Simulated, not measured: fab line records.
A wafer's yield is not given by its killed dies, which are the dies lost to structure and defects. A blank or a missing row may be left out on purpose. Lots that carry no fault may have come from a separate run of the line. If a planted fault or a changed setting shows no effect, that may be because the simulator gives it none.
A lot that was struck, set against a sound lot :: flow ritCmos :: 44 steps out of a route of 202
Sound: these wafers, L758.2, L758.4, L758.6. Struck: wafers L750.3, L750.4, L750.6. The cause is given at the end.
Each step with rows lists, per side, the tool, then ch with its chambers, then its first start. Under that, the readings that differ: sound wafers :: struck wafers :: difference of the means :: sigmas: that difference in standard deviations of wafers without a fault.
alike: same words and numbers on both sides, and readings whose means sit less than 2 such deviations apart. not compared: any withheld reading, any reading some wafer has no value for, any bound like >300 that may hide the same value, and any number with overlapping values for which the record gives no deviation.
The two part at a step that has a row with sigmas, a row that says differs or no value, or rows on one side only. When numbers do not overlap yet have no deviation, they are printed without sigmas and do not part them. A reading that every wafer of one side lacks parts them only if that side has two wafers or more.

first, 4 steps without rows for these wafers: RIT_SDANNEAL_CLEAN_00 (cleans in SC1, time 600 s); RIT_SDANNEAL_CLEAN_01 (cleans in dHF, time 30 s); RIT_SDANNEAL_CLEAN_02 (cleans in SC2, time 600 s); RIT_SDANNEAL_RTA_03 (time 5 s).
RIT_SDANNEAL_RS_MEAS_04: the measuring method here is four-point-probe.
  sound on filmMetro-02, day 7 11:58; struck on filmMetro-02, day 5 21:01
  alike: PSD_RS
RIT_SDANNEAL_RS_MEAS_05: the measuring method here is four-point-probe.
  sound on filmMetro-02, day 7 12:05; struck on filmMetro-02, day 5 21:08
  alike: NSD_RS
RIT_SDANNEAL_RS_MEAS_06: the measuring method here is four-point-probe.
  sound on filmMetro-02, day 7 12:12; struck on filmMetro-02, day 5 21:15
  alike: PLDD_RS
RIT_SDANNEAL_RS_MEAS_07: the measuring method here is four-point-probe.
  sound on filmMetro-02, day 7 12:19; struck on filmMetro-02, day 5 21:22
  alike: NLDD_RS
then, 1 step without rows for these wafers: RIT_SILICIDE_WET_ETCH_00 (etches SiO2 in BOE, target depth 14 nm, time 15.47 s).
RIT_SILICIDE_SPUTTER_01: material Ti, target thk 30 nm, time 240 s.
  sound on pvdSputter-01, day 7 12:26; struck on pvdSputter-02, day 5 21:28
  alike: substrateTempC, throttleValvePct
RIT_SILICIDE_RS_MEAS_02: the measuring method here is four-point-probe.
  sound on filmMetro-03, day 7 12:37; struck on filmMetro-03, day 5 21:40
reading: SILICIDE_TI_RS (ohm/sq)
sound: 49.0 48.7 48.4
struck: 47.5 47.3 46.5
difference: -1.6
sigmas: -2
RIT_SILICIDE_THK_MEAS_03: measures by xrf.
  sound on filmMetro-03, day 7 12:43; struck on filmMetro-03, day 5 21:46
reading: SILICIDE_TI_THK (nm)
sound: 29.3 29.6 29.7
struck: 30.3 30.5 30.9
difference: +1.0
sigmas: +3
RIT_SILICIDE_RTA_04: time 10 s, ramp up 5 s, ramp down 5 s.
  sound on rtpAnneal-01 ch 0, day 7 12:47; struck on rtpAnneal-02 ch 0, day 5 21:49
reading: wafer_temp_C_max
sound: 653.1 654.4 654.1
struck: 657.2 658.0 657.6
difference: +3.7
sigmas: +5
then, 2 steps without rows for these wafers: RIT_SILICIDE_WET_ETCH_05 (etches Ti in SPM, time 120 s); RIT_SILICIDE_RTA_06 (time 10 s, ramp up 5 s, ramp down 10 s).
RIT_CONTACT_CVD_00: deposits SiO2 from TEOS, target thk 400 nm, time 59.75 s.
  sound on pecvd-01 ch 0,1, day 7 12:59; struck on pecvd-01 ch 1,2, day 5 21:59
  alike: heaterPowerW, rfFwdPowerW
RIT_CONTACT_THK_MEAS_01:
  sound on filmMetro-01, day 7 13:02; struck on filmMetro-02, day 5 22:03
  alike: CONTACT_TEOS_THK
then, 6 steps without rows for these wafers: RIT_CONTACT_HMDS_02 (prime time 60 s); RIT_CONTACT_COAT_03 (resist thk 1000 nm); RIT_CONTACT_SOFTBAKE_04 (time 60 s); RIT_CONTACT_EXPOSE_05 (exposes mask M11, target cd 1000 nm); RIT_CONTACT_PEB_06; RIT_CONTACT_DEVELOP_07 (develop time 120 s).
RIT_CONTACT_CD_MEAS_08: target cd 1000 nm.
  sound on cdSem-01, day 7 14:15; struck on cdSem-02, day 5 23:12
reading: cdNm (nm)
sound: 1003.8 1003.9 1002.8
struck: 995.1 996.7 998.6
difference: -6.7
sigmas: -3
RIT_CONTACT_OVL_MEAS_09:
  sound on overlay-02, day 7 14:21; struck on overlay-01, day 5 23:17
  alike: CONTACT_OVL
then, 1 step without rows for these wafers: RIT_CONTACT_HARDBAKE_10 (time 60 s).
RIT_CONTACT_ETCH_11: etches SiO2 in CHF3/CF4/Ar, stops on TiSi2, target depth 480 nm, time 320 s.
  sound on rieDiel-01 ch 1,3, day 7 14:32; struck on rieDiel-03 ch 1,3, day 5 23:28
  alike: cf4FlowSccm, drypumpMotorCurrentA, oesProductAu, rfFwdPowerW, throttleValvePct
  not compared: rfHoursCounterH
RIT_CONTACT_STRIP_12: strips in O2, time 180 s.
  sound on plasmaAsher-01 ch 0, day 7 14:44; struck on plasmaAsher-03 ch 0,1, day 5 23:43
reading: drypumpMotorCurrentA (A)
sound: 5.0 5.0 5.0
struck: 5.7 5.9 5.7
difference: +0.8
sigmas: +2
  alike: rfReflPowerW
  not compared: rfHoursCounterH
RIT_CONTACT_CD_MEAS_90: target cd 1000 nm.
  sound on cdSem-02, day 7 14:55; struck on cdSem-02, day 5 23:53
reading: cdNm (nm)
sound: 1004.4 1003.6 1002.5
struck: 995.9 996.9 998.9
difference: -6.3
sigmas: -3
then, 2 steps without rows for these wafers: RIT_CONTACT_CLEAN_13 (cleans in SC1, time 600 s); RIT_CONTACT_CLEAN_14 (cleans in SC2, time 600 s).
RIT_M1_SPUTTER_00: material Al, target thk 400 nm, time 491.7 s.
  sound on pvdSputter-02, day 7 15:22; struck on pvdSputter-03, day 6 00:20
reading: substrateTempC (C)
sound: 25.05 25.17 25.08
struck: 24.92 24.88 24.85
difference: -0.22
sigmas: -2
  alike: throttleValvePct
RIT_M1_RS_MEAS_01: the measuring method here is four-point-probe.
  sound on filmMetro-03, day 7 15:41; struck on filmMetro-03, day 6 00:40
reading: M1_AL_RS (ohm/sq)
sound: 0.0757 0.0756 0.0765
struck: 0.0734 0.0738 0.0736
difference: -0.0023
sigmas: -3
RIT_M1_THK_MEAS_02: measures by xrf.
  sound on filmMetro-03, day 7 15:48; struck on filmMetro-03, day 6 00:46
reading: M1_AL_THK (nm)
sound: 388 386 385
struck: 403 400 401
difference: +15
sigmas: +4
then, 6 steps without rows for these wafers: RIT_M1_HMDS_03 (prime time 60 s); RIT_M1_COAT_04 (resist thk 1300 nm); RIT_M1_SOFTBAKE_05 (time 60 s); RIT_M1_EXPOSE_06 (exposes mask M12, target cd 2600 nm); RIT_M1_PEB_07; RIT_M1_DEVELOP_08 (develop time 68 s).
RIT_M1_CD_MEAS_09: target cd 2600 nm.
  sound on cdSem-02, day 7 16:52; struck on cdSem-02, day 6 01:44
reading: cdNm (nm)
sound: 2599.9 2601.4 2599.4
struck: 2613.4 2613.7 2613.4
difference: +13.3
sigmas: +6
RIT_M1_OVL_MEAS_10:
  sound on overlay-02, day 7 16:59; struck on overlay-02, day 6 01:49
  alike: M1_OVL
RIT_M1_METAL_ETCH_12: etches Al in Cl2/BCl3, stops on SiO2, time 165 s, target depth 600 nm.
  sound on rieMetal-03 ch 0,1, day 7 17:16; struck on rieMetal-02 ch 0,1, day 6 02:09
reading: oesProductAu (a.u.)
sound: 0.770 0.774 0.756
struck: 0.795 0.789 0.787
difference: +0.024
sigmas: +3

reading: model.M1.cdNm (nm)
sound: 2602 2604 2603
struck: 2615 2618 2615
difference: +13
sigmas: 
  alike: drypumpMotorCurrentA, rfFwdPowerW, throttleValvePct
  not compared: rfHoursCounterH
RIT_M1_PROBE_99:
  rows exist in the record for the struck wafers here (prober-01, day 6 04:28), but not for the sound ones

## WHERE THEY PART
Last at RIT_M1_PROBE_99 as far as this record goes, first at RIT_SILICIDE_RS_MEAS_02.

WHY: whatever the simulator had introduced
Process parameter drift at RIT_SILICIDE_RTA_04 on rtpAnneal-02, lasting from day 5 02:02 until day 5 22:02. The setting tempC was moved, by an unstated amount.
